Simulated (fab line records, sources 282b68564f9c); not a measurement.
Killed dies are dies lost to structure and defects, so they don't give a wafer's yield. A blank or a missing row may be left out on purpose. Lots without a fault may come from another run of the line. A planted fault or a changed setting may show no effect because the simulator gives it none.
Tool commonality check | flow rit_cmos | 16 lots, 48 wafers sampled

WHY IT WAS OPENED
At RIT_NWELL_OVL_MEAS_06 the reading NWELL_OVL is flagged on 4 of 16 lots. Wafers without a fault read 0.6 nm, standard deviation 1.3.
Rule: a lot is flagged when every wafer of it that has a number lies more than 4 standard deviations from that mean, or none has a number. The other lots count as sound.

lot  | measured    | on         | NWELL_OVL (nm), wafer by wafer | flag
L170 | day 2 09:56 | overlay-01 | -0.5 0.7 0.7                   |
L171 | day 2 18:16 | overlay-02 | 2.2 3.0 2.3                    |
L172 | day 3 00:01 | overlay-02 | -1.4 1.1 0.6                   |
L173 | day 3 05:01 | overlay-02 | 1.8 1.5 0.4                    |
L174 | day 3 08:35 | overlay-02 | 1.6 1.3 1.3                    |
L175 | day 3 14:08 | overlay-01 | -1.3 0.6 -0.2                  |
L177 | day 3 19:43 | overlay-02 | 1.0 0.6 0.5                    |
L178 | day 4 07:44 | overlay-01 | 0.1 -0.5 1.1                   |
L179 | day 4 10:25 | overlay-01 | -149.6 -149.4 -148.3           | FLAGGED
L181 | day 4 19:35 | overlay-01 | -150.6 -150.6 -150.1           | FLAGGED
L182 | day 4 21:52 | overlay-02 | 2.9 1.8 0.1                    |
L184 | day 5 07:04 | overlay-02 | -149.6 -151.8 -150.3           | FLAGGED
L186 | day 5 16:27 | overlay-02 | -151.5 -149.9 -150.0           | FLAGGED
L188 | day 6 01:21 | overlay-02 | -0.8 2.2 1.1                   |
L190 | day 6 12:20 | overlay-02 | 1.1 -2.2 -0.3                  |
L191 | day 6 19:02 | overlay-01 | 2.3 1.0 0.7                    |
The numbers of the flagged lots are -150.1 nm on average: -150.7 nm against the usual, or -99 or more standard deviations.

WHICH TOOL RAN EACH LOT
The record holds 1 process step before the reading, out of a route of 202 steps. In each cell: the tool, then ch and the chambers that the sampled wafers went through, then the start.
lot  | flag    | RIT_NWELL_EXPOSE_03
L170 |         | iline_stepper-01 ch 0, day 2 09:31
L171 |         | iline_stepper-02 ch 0, day 2 17:53
L172 |         | iline_stepper-01 ch 0, day 2 23:35
L173 |         | iline_stepper-02 ch 0, day 3 04:37
L174 |         | iline_stepper-01 ch 0, day 3 08:10
L175 |         | iline_stepper-01 ch 0, day 3 13:40
L177 |         | iline_stepper-01 ch 0, day 3 19:19
L178 |         | iline_stepper-02 ch 0, day 4 07:20
L179 | FLAGGED | iline_stepper-02 ch 0, day 4 09:59
L181 | FLAGGED | iline_stepper-02 ch 0, day 4 19:10
L182 |         | iline_stepper-01 ch 0, day 4 21:26
L184 | FLAGGED | iline_stepper-02 ch 0, day 5 06:41
L186 | FLAGGED | iline_stepper-02 ch 0, day 5 15:59
L188 |         | iline_stepper-01 ch 0, day 6 00:58
L190 |         | iline_stepper-01 ch 0, day 6 11:54
L191 |         | iline_stepper-01 ch 0, day 6 18:37
What these steps do:
- RIT_NWELL_EXPOSE_03: exposes mask M2, target cd 43900 nm.
- RIT_NWELL_OVL_MEAS_06

FLAGGED OVER TOTAL, TOOL BY TOOL (the gauges that took the reading come last)
step                  | tool             | lots run | flagged | share of the flagged lots | sound lots run after its first flagged lot
RIT_NWELL_EXPOSE_03   | iline_stepper-01 | 9        | 0       | none                      | -
RIT_NWELL_EXPOSE_03   | iline_stepper-02 | 7        | 4       | all                       | 0
RIT_NWELL_OVL_MEAS_06 | overlay-01       | 6        | 2       | some                      | 1 (L191)
RIT_NWELL_OVL_MEAS_06 | overlay-02       | 10       | 2       | some                      | 2 (L188,L190)

WHAT THE TABLE ALLOWS
1 row of the table ran every flagged lot: iline_stepper-02 at RIT_NWELL_EXPOSE_03.
- iline_stepper-02 at RIT_NWELL_EXPOSE_03: 4 of its 7 lots flagged. Its last sound lot is L178 (day 4 07:20), its first flagged lot L179 (day 4 09:59): a fault that began between those two fits.
One tool is left: iline_stepper-02 at RIT_NWELL_EXPOSE_03.

WHAT THE SIMULATOR HAD PUT IN
Scanner matching overlay: iline_stepper-02, from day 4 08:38 on, at RIT_NWELL_EXPOSE_03. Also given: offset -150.
Lots struck among those shown: L179, L181, L184, L186. The rule above found the same.
